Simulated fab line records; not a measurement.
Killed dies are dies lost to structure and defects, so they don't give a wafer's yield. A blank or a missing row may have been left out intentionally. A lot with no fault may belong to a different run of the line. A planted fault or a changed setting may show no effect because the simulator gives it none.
A lot that was struck, set against a sound lot / flow berkeley cmos170 / 17 steps out of a route of 331
Sound: wafers L176.1, L176.2, L176.6. The struck wafers were L184.3, L184.4, L184.5. The cause comes at the end.
Order at every step that has rows: each side's tool, ch and its chambers, its first start. Under that, the readings that differ: sound wafers / struck wafers / difference of the means / sigmas: that difference in standard deviations of wafers without a fault.
alike: a reading whose means differ by less than 2 such deviations, as well as words and numbers matching on both sides. not compared: withheld readings; readings where some wafer has no value; bounds like >300 that might hide an equal value; numbers whose values overlap and for which the record gives no deviation.
The two part at a step that has a row with sigmas, a row that says differs or no value, or rows on one side only. Non-overlapping numbers with no deviation appear without sigmas and do not part them. A reading missing from all wafers of one side parts the sides only when that side holds two or more wafers.

first, 5 steps without rows for these wafers: UCB170_NSD_COAT_01 (resist thk 900 nm); UCB170_NSD_SOFTBAKE_02 (time 60 s); UCB170_NSD_EXPOSE_03 (exposes mask NSELECT MOD, target cd 1200 nm); UCB170_NSD_PEB_04; UCB170_NSD_DEVELOP_05 (develop time 45 s).
UCB170_NSD_CD_MEAS_06: the cd target is 1200 nm.
  sound on cd sem-02 at day 9 00:37; struck on cd sem-02 at day 10 16:52
  alike: cd nm
UCB170_NSD_OVL_MEAS_07:
  sound on overlay-02 at day 9 00:44; struck on overlay-02 at day 10 16:57
  alike: NSD_OVL
next, for these wafers, 1 step has no rows: UCB170_NSD_IMPLANT_08.
UCB170_NSD_STRIP_09: strips in O2.
  sound on plasma asher-03 ch 0,1, day 9 00:55; struck on plasma asher-03 ch 0,1, day 10 17:10
  alike: drypump motor current A, oes product au, strip time to endpoint s
  not compared: rf hours counter h
UCB170_NSD_TW_MEAS_10:
  sound on film metro-02 at day 9 01:01; struck on film metro-01 at day 10 17:15
reading=NSD_TW; sound=4237 4215 4219; struck=4123 4112 4137; difference=-100; sigmas=-2
then, 2 steps without rows for these wafers: UCB170_NSD_CLEAN_11 (cleans in SPM, time 600 s); UCB170_BACKSIDE_HMDS_00 (prime time 60 s).
UCB170_BACKSIDE_COAT_01: resist thk 900 nm.
  sound on litho track-03 ch 0, day 9 01:25; struck on litho track-02 ch 0, day 10 17:48
reading=spin speed rpm (rpm); sound=1501.3 1499.7 1501.1; struck=1437.7 1436.8 1438.1; difference=-63.2; sigmas=-68
reading=model.KrF_of_BACKSIDE_COAT_01.thk nm (nm); sound=895.2 898.1 899.2; struck=913.7 912.8 915.8; difference=+16.6; sigmas=
then, 1 step without rows for these wafers: UCB170_BACKSIDE_SOFTBAKE_02 (time 60 s).
UCB170_BACKSIDE_STRIP_03: strips in O2.
  sound on plasma asher-02 ch 0,1, day 9 01:43; struck on plasma asher-04 ch 0,1, day 10 18:05
reading=strip time to endpoint s (s); sound=21.85 21.90 21.95; struck=22.30 22.28 22.34; difference=+0.41; sigmas=+6
  alike: drypump motor current A, oes product au
  not compared: rf hours counter h
then, 2 steps without rows for these wafers: UCB170_BACKSIDE_CLEAN_04 (cleans in SPM, time 600 s); UCB170_M3_PROBE_99.

== WHERE THEY PART ==
Earliest at UCB170_NSD_TW_MEAS_10; latest, in this record, at UCB170_BACKSIDE_STRIP_03.

WHY: what the simulator had put in
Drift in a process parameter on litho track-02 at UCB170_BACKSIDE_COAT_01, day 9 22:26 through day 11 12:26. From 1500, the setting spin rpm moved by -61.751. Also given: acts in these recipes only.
